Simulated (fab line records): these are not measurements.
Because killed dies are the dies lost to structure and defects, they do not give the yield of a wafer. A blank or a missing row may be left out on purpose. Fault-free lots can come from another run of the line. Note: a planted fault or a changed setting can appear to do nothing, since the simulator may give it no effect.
The tool behind it: which one? ; flow rit-cmos ; 45 wafers from 15 lots sampled at 4 of the route's 202 steps

WHAT THE GAUGES SHOWED, per wafer
RIT_NLDD_OVL_MEAS_06. Usual: NLDD_OVL gives 1.4 nm (standard deviation 1.4).
lot;measured;on;NLDD_OVL (nm);flag
L856;day 3 05:10;overlay-01;1.9 2.5 2.0;
L857;day 3 12:46;overlay-02;3.3 1.9 4.7;
L858;day 3 17:08;overlay-02;4.4 2.0 1.7;
L859;day 3 21:58;overlay-01;1.6 2.2 1.6;
L860;day 3 23:59;overlay-02;0.1 -0.6 1.8;
L861;day 4 04:11;overlay-02;-0.6 1.4 0.8;
L862;day 4 06:06;overlay-02;0.1 0.7 1.4;
L863;day 4 10:59;overlay-02;0.6 2.2 -0.1;
L864;day 4 18:40;overlay-01;1.1 0.5 1.2;
L865;day 4 20:31;overlay-01;2.7 2.3 4.4;
L866;day 5 01:46;overlay-01;1.1 1.8 3.8;
L867;day 5 06:41;overlay-01;1.4 0.4 0.0;
L872;day 6 07:33;overlay-01;2.4 3.4 2.4;
L876;day 7 01:28;overlay-01;2.3 1.1 2.8;
L878;day 7 11:50;overlay-01;2.5 1.5 1.6;

RIT_NSD_OVL_MEAS_06. Usual: NSD_OVL gives -0.2 nm (standard deviation 1.6).
lot;measured;on;NSD_OVL (nm);flag
L856;day 3 10:57;overlay-01;-2.1 -0.1 -1.0;
L857;day 3 18:41;overlay-02;-2.2 -1.1 -2.0;
L858;day 3 23:08;overlay-02;1.1 1.0 0.5;
L859;day 4 03:43;overlay-02;-0.7 -3.2 -0.8;
L860;day 4 06:01;overlay-01;3.8 2.2 2.6;
L861;day 4 09:59;overlay-02;-1.7 -3.1 -1.1;
L862;day 4 11:41;overlay-02;-1.1 -0.4 -0.3;
L863;day 4 16:40;overlay-01;0.3 0.2 -1.0;
L864;day 5 00:20;overlay-02;-1.4 0.7 0.3;
L865;day 5 02:00;overlay-02;0.6 -0.7 -1.0;
L866;day 5 07:15;overlay-01;1.7 -1.5 -0.4;
L867;day 5 12:26;overlay-01;-0.5 0.2 -0.1;
L872;day 6 12:54;overlay-02;-1.3 -1.4 -2.5;
L876;day 7 07:04;overlay-02;0.9 -1.1 1.3;
L878;day 7 17:40;overlay-01;1.0 -3.7 0.1;

RIT_M1_CD_MEAS_09: target cd 2600 nm. Usual: cd-nm 2599.7 nm, standard deviation 2.2.
lot;measured;on;cd-nm (nm);flag
L856;day 3 18:31;cd-sem-01;2600.4 2600.7 2601.6;
L857;day 4 02:26;cd-sem-01;2595.7 2595.2 2595.7;
L858;day 4 06:49;cd-sem-02;2603.1 2603.8 2602.9;
L859;day 4 11:21;cd-sem-01;2600.0 2600.2 2597.6;
L860;day 4 13:35;cd-sem-01;2599.2 2599.4 2600.7;
L861;day 4 17:10;cd-sem-01;2598.2 2599.2 2596.9;
L862;day 4 19:14;cd-sem-02;2599.5 2599.8 2600.5;
L863;day 4 23:49;cd-sem-02;2605.8 2602.3 2605.0;
L864;day 5 07:44;cd-sem-01;2600.6 2598.4 2598.9;
L865;day 5 09:20;cd-sem-01;2600.3 2602.9 2603.3;
L866;day 5 15:10;cd-sem-02;2599.5 2599.6 2598.5;
L867;day 5 19:35;cd-sem-01;2599.6 2600.2 2601.1;
L872;day 6 20:14;cd-sem-01;2597.2 2598.9 2596.7;
L876;day 7 14:20;cd-sem-01;2598.3 2598.9 2600.1;
L878;day 8 01:04;cd-sem-01;2601.8 2599.5 2599.2;

EACH LOT AND THE TOOL THAT RAN IT (in order: tool; ch and the chambers of the sampled wafers; start)
lot;RIT_M1_SPUTTER_00
L856;pvd-sputter-02, day 3 17:04
L857;pvd-sputter-04, day 4 01:02
L858;pvd-sputter-03, day 4 05:15
L859;pvd-sputter-04, day 4 09:59
L860;pvd-sputter-03, day 4 11:58
L861;pvd-sputter-04, day 4 15:48
L862;pvd-sputter-03, day 4 17:52
L863;pvd-sputter-04, day 4 22:27
L864;pvd-sputter-02, day 5 06:16
L865;pvd-sputter-04, day 5 07:42
L866;pvd-sputter-03, day 5 13:38
L867;pvd-sputter-04, day 5 18:05
L872;pvd-sputter-03, day 6 18:47
L876;pvd-sputter-03, day 7 12:51
L878;pvd-sputter-03, day 7 23:35
- RIT_M1_SPUTTER_00: material Al, target thk 400 nm, time 500 s.

WHAT THE TOOLS THEMSELVES READ (means of the sampled wafers that have a number; where no wafer has one, the mark that the record gives instead)
RIT_M1_SPUTTER_00. Usual: throttle-valve-pct 30.1 %, standard deviation 1.
lot;tool;throttle-valve-pct (%);flag
L856;pvd-sputter-02;29.3;
L857;pvd-sputter-04;29.8;
L858;pvd-sputter-03;30.2;
L859;pvd-sputter-04;30.6;
L860;pvd-sputter-03;30.5;
L861;pvd-sputter-04;30.4;
L862;pvd-sputter-03;30.3;
L863;pvd-sputter-04;29.6;
L864;pvd-sputter-02;30.3;
L865;pvd-sputter-04;29.8;
L866;pvd-sputter-03;30.0;
L867;pvd-sputter-04;30.6;
L872;pvd-sputter-03;29.9;
L876;pvd-sputter-03;30.5;
L878;pvd-sputter-03;30.0;

THE ANSWER, worked out from the rows above alone
Rule: lot off if the mean of its wafers having a number is beyond 3 standard deviations from the usual mean. Also off: a lot with no number at a reading for which 4 or more lots have one. Any other lot the step has rows for is counted as sound. After the gauges, taken in route order, come the tools' own readings; for these a lot's mean is taken, as printed above. The first step at which some lot is off is used, and at that step the reading that is off furthest; a lot without a number counts as furthest.
None of the lots is off at any reading shown; this tells nothing.

WHAT THE SIMULATOR PUT IN
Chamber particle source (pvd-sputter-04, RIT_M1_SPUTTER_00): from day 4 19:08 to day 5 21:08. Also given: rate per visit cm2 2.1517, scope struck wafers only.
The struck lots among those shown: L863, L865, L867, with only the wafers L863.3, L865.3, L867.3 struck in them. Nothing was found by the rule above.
